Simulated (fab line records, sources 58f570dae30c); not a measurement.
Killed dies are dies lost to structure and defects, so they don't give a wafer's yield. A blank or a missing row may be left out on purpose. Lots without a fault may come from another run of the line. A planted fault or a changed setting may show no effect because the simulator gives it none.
Which tool did it? | flow berkeley_cmos170 | 14 lots, 42 wafers sampled, at 2 steps of a route of 331

WHAT THE GAUGES READ, wafer by wafer
UCB170_NSD_CD_MEAS_06: target cd 1200 nm.
lot  | measured     | on        | cd_nm (nm)
L681 | day 6 15:47  | cd_sem-01 | 1201.8 1202.0 1201.5
L680 | day 6 16:19  | cd_sem-02 | 1201.4 1202.4 1201.7
L682 | day 6 18:41  | cd_sem-02 | 1200.0 1200.4 1200.3
L683 | day 6 19:14  | cd_sem-02 | 1200.2 1199.7 1199.5
L685 | day 7 05:56  | cd_sem-01 | 1198.7 1197.2 1199.0
L687 | day 7 19:25  | cd_sem-01 | 1210.8 1214.9 1202.6
L688 | day 7 19:32  | cd_sem-01 | 1212.0 1207.0 1203.5
L690 | day 8 13:38  | cd_sem-01 | 1199.5 1200.6 1200.0
L696 | day 9 17:36  | cd_sem-01 | 1201.5 1203.1 1202.2
L697 | day 9 21:13  | cd_sem-02 | 1203.4 1201.7 1202.3
L699 | day 10 17:14 | cd_sem-02 | 1200.9 1200.3 1199.6
L701 | day 10 21:13 | cd_sem-01 | 1197.0 1198.8 1199.5
L702 | day 10 21:40 | cd_sem-02 | 1197.6 1198.6 1198.3
L703 | day 11 13:42 | cd_sem-02 | 1200.9 1199.5 1199.4

WHICH TOOL RAN EACH LOT (tool, then ch and the chambers of the sampled wafers, then the start)
lot  | UCB170_NSD_EXPOSE_03
L681 | krf_scanner-02 ch 0, day 6 15:11
L680 | krf_scanner-01 ch 0, day 6 15:23
L682 | krf_scanner-01 ch 0, day 6 17:58
L683 | krf_scanner-02 ch 0, day 6 18:32
L685 | krf_scanner-01 ch 0, day 7 05:32
L687 | krf_scanner-02 ch 0, day 7 19:01
L688 | krf_scanner-02 ch 0, day 7 19:08
L690 | krf_scanner-01 ch 0, day 8 12:49
L696 | krf_scanner-01 ch 0, day 9 17:11
L697 | krf_scanner-01 ch 0, day 9 20:50
L699 | krf_scanner-01 ch 0, day 10 16:44
L701 | krf_scanner-01 ch 0, day 10 20:30
L702 | krf_scanner-02 ch 0, day 10 21:04
L703 | krf_scanner-02 ch 0, day 11 13:19
- UCB170_NSD_EXPOSE_03: exposes mask NSELECT MOD, target cd 1200 nm.

WHAT THE TOOLS THEMSELVES READ (means of the sampled wafers that have a number; where no wafer has one, the mark that the record gives instead)
UCB170_NSD_EXPOSE_03.
lot  | tool           | exposure_dose_mJ_cm2
L681 | krf_scanner-02 | 30.01
L680 | krf_scanner-01 | 29.99
L682 | krf_scanner-01 | 30.02
L683 | krf_scanner-02 | 29.98
L685 | krf_scanner-01 | 29.99
L687 | krf_scanner-02 | 29.94
L688 | krf_scanner-02 | 29.95
L690 | krf_scanner-01 | 30.03
L696 | krf_scanner-01 | 30.01
L697 | krf_scanner-01 | 29.94
L699 | krf_scanner-01 | 30.03
L701 | krf_scanner-01 | 29.99
L702 | krf_scanner-02 | 29.94
L703 | krf_scanner-02 | 29.97

THE ANSWER, worked out from the rows above alone
Rule: what is usual is taken from the lots themselves. Put in order of their means at a reading, lots are off if they are a third of the lots or fewer, leave a main group of 4 or more, and stand apart from it by a gap of 3 or more times the standard deviation of the main group's means; of several such gaps the widest counts. A main group whose means are all the same, to the digits that the tables above print for the reading, isn't used. A lot without any number at a reading at which 4 lots or more have one is off too. The other lots that the step has rows for count as sound. The gauges are gone through in route order, then the tools' own readings, and for those a lot's mean is taken as printed above. The first step at which some lot is off is used, and at that step the reading that is off furthest; a lot without a number counts as furthest.
Off: L687, L688, at UCB170_NSD_CD_MEAS_06 (cd_nm). The main group: mean 1200.3 nm, standard deviation 1.5.
A tool fits if, at a process step before that reading, it ran every lot that is off, and no sound lot after the first of them. The gauges at UCB170_NSD_CD_MEAS_06 are tried like those tools. None of those tried fits.

WHAT THE SIMULATOR HAD PUT IN
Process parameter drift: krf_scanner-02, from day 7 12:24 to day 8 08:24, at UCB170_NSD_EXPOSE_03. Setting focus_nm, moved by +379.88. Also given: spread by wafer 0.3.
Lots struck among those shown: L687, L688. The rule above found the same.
